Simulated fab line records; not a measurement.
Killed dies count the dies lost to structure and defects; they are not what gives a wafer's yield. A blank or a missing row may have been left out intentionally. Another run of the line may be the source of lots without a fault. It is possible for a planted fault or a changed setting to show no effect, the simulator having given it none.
Which of the tools did it? | flow ritCmos | 42 wafers from 14 lots sampled at 4 of the route's 202 steps

## WHAT THE GAUGES SHOWED, per wafer
RIT_NLDD_OVL_MEAS_06. Usual: for NLDD_OVL the level is 0.2 nm and the standard deviation is 1.5.
lot  | measured    | on         | NLDD_OVL (nm)  | flag
L373 | day 2 22:44 | overlay-01 | 1.4 -0.1 0.2   | 
L374 | day 3 06:24 | overlay-01 | -1.0 0.6 1.3   | 
L375 | day 3 10:07 | overlay-01 | -2.8 -3.4 -1.5 | 
L376 | day 3 15:15 | overlay-01 | -2.4 -2.5 -1.6 | 
L378 | day 4 02:29 | overlay-01 | -0.8 -1.1 -1.6 | 
L383 | day 5 08:31 | overlay-01 | -1.0 -0.8 -3.4 | 
L384 | day 5 08:49 | overlay-02 | 0.1 0.1 1.9    | 
L386 | day 5 21:58 | overlay-02 | 0.1 -0.7 2.3   | 
L387 | day 5 22:15 | overlay-01 | -0.4 -0.9 -0.3 | 
L389 | day 6 12:38 | overlay-02 | 0.2 2.9 1.9    | 
L390 | day 6 16:07 | overlay-01 | -2.3 -1.1 -1.7 | 
L391 | day 6 18:38 | overlay-01 | -0.8 -0.1 0.8  | 
L394 | day 7 10:18 | overlay-02 | -1.6 -0.8 -2.4 | 
L395 | day 7 15:36 | overlay-01 | 3.2 2.6 3.0    | 

RIT_M1_CD_MEAS_90: the cd target is 2600 nm. Usual: 2599 nm for cdNm, sd 3.2.
lot  | measured    | on       | cdNm (nm)      | flag
L373 | day 3 14:35 | cdSem-01 | 2602 2604 2601 | 
L374 | day 3 20:47 | cdSem-02 | 2598 2598 2598 | 
L375 | day 3 23:53 | cdSem-01 | 2605 2597 2601 | 
L376 | day 4 05:35 | cdSem-02 | 2597 2602 2600 | 
L378 | day 4 16:30 | cdSem-01 | 2593 2592 2593 | 
L383 | day 5 22:14 | cdSem-01 | 2605 2604 2601 | 
L384 | day 6 00:56 | cdSem-01 | 2596 2598 2601 | 
L386 | day 6 12:37 | cdSem-01 | 2601 2600 2594 | 
L387 | day 6 12:07 | cdSem-02 | 2598 2600 2600 | 
L389 | day 7 02:10 | cdSem-02 | 2601 2595 2596 | 
L390 | day 7 06:29 | cdSem-02 | 2598 2600 2601 | 
L391 | day 7 08:19 | cdSem-01 | 2601 2595 2594 | 
L394 | day 8 00:16 | cdSem-01 | 2605 2599 2606 | 
L395 | day 8 05:23 | cdSem-01 | 2601 2600 2598 | 

## EACH LOT AND THE TOOL THAT RAN IT (in order: tool; ch and the chambers of the sampled wafers; start)
lot  | RIT_CONTACT_STRIP_12               | RIT_CONTACT_CLEAN_13
L373 | plasmaAsher-03 ch 0,1, day 3 11:31 | wetBench-03 ch 1, day 3 11:49
L374 | plasmaAsher-01 ch 0,1, day 3 17:34 | wetBench-04 ch 0, day 3 17:51
L375 | plasmaAsher-03 ch 0,1, day 3 20:47 | wetBench-03 ch 2, day 3 21:04
L376 | plasmaAsher-01 ch 0,1, day 4 02:40 | wetBench-03 ch 0, day 4 02:58
L378 | plasmaAsher-04 ch 0, day 4 13:22   | wetBench-01 ch 3, day 4 13:40
L383 | plasmaAsher-03 ch 0,1, day 5 19:08 | wetBench-04 ch 2, day 5 19:25
L384 | plasmaAsher-01 ch 0,1, day 5 21:52 | wetBench-04 ch 2, day 5 22:05
L386 | plasmaAsher-01 ch 0,1, day 6 09:40 | wetBench-01 ch 0, day 6 09:58
L387 | plasmaAsher-03 ch 1, day 6 09:10   | wetBench-03 ch 3, day 6 09:28
L389 | plasmaAsher-04 ch 0,1, day 6 23:16 | wetBench-04 ch 0, day 6 23:30
L390 | plasmaAsher-01 ch 0,1, day 7 03:25 | wetBench-03 ch 3, day 7 03:43
L391 | plasmaAsher-03 ch 0,1, day 7 05:24 | wetBench-04 ch 3, day 7 05:38
L394 | plasmaAsher-01 ch 0,1, day 7 21:12 | wetBench-01 ch 2, day 7 21:29
L395 | plasmaAsher-01 ch 0,1, day 8 02:28 | wetBench-01 ch 0, day 8 02:43
- RIT_CONTACT_STRIP_12: strips in O2, time 180 s.
- RIT_CONTACT_CLEAN_13: cleans in SC1, time 600 s.

## WHAT THE TOOLS THEMSELVES READ (means of the sampled wafers that have a number; where no wafer has one, the mark that the record gives instead)
RIT_CONTACT_STRIP_12. Usual: 5.45 A for drypumpMotorCurrentA, sd 0.14.
lot  | tool           | drypumpMotorCurrentA (A) | flag
L373 | plasmaAsher-03 | 5.40                     | 
L374 | plasmaAsher-01 | 5.45                     | 
L375 | plasmaAsher-03 | 5.47                     | 
L376 | plasmaAsher-01 | 5.43                     | 
L378 | plasmaAsher-04 | 5.27                     | 
L383 | plasmaAsher-03 | 5.40                     | 
L384 | plasmaAsher-01 | 5.42                     | 
L386 | plasmaAsher-01 | 5.43                     | 
L387 | plasmaAsher-03 | 5.30                     | 
L389 | plasmaAsher-04 | 5.57                     | 
L390 | plasmaAsher-01 | 5.44                     | 
L391 | plasmaAsher-03 | 5.47                     | 
L394 | plasmaAsher-01 | 5.43                     | 
L395 | plasmaAsher-01 | 5.42                     | 

RIT_CONTACT_CLEAN_13. Usual: 74.2 C for bathGuardTempC, sd 0.59.
lot  | tool        | bathGuardTempC (C) | flag
L373 | wetBench-03 | 73.8               | 
L374 | wetBench-04 | 74.8               | 
L375 | wetBench-03 | 73.7               | 
L376 | wetBench-03 | 75.0               | 
L378 | wetBench-01 | 74.2               | 
L383 | wetBench-04 | 73.7               | 
L384 | wetBench-04 | 73.4               | 
L386 | wetBench-01 | 73.8               | 
L387 | wetBench-03 | 73.5               | 
L389 | wetBench-04 | 74.6               | 
L390 | wetBench-03 | 73.4               | 
L391 | wetBench-04 | 74.6               | 
L394 | wetBench-01 | 75.0               | 
L395 | wetBench-01 | 73.8               | 

## THE ANSWER, worked out from the rows above alone
Rule: a lot is off if the mean of its wafers that have a number lies more than 3 standard deviations from the usual mean. Also off: a lot with no number at a reading for which 4 or more lots have one. Where the step has rows for the other lots, those lots are counted as sound. The gauges are gone through in route order, then the tools' own readings, and for those a lot's mean is taken as printed above. At the first step where some lot is off, the reading lying furthest off is the one used; lots without a number count as furthest.
No lot is off at any reading shown: from this, nothing can be told.

## WHAT THE SIMULATOR PUT IN
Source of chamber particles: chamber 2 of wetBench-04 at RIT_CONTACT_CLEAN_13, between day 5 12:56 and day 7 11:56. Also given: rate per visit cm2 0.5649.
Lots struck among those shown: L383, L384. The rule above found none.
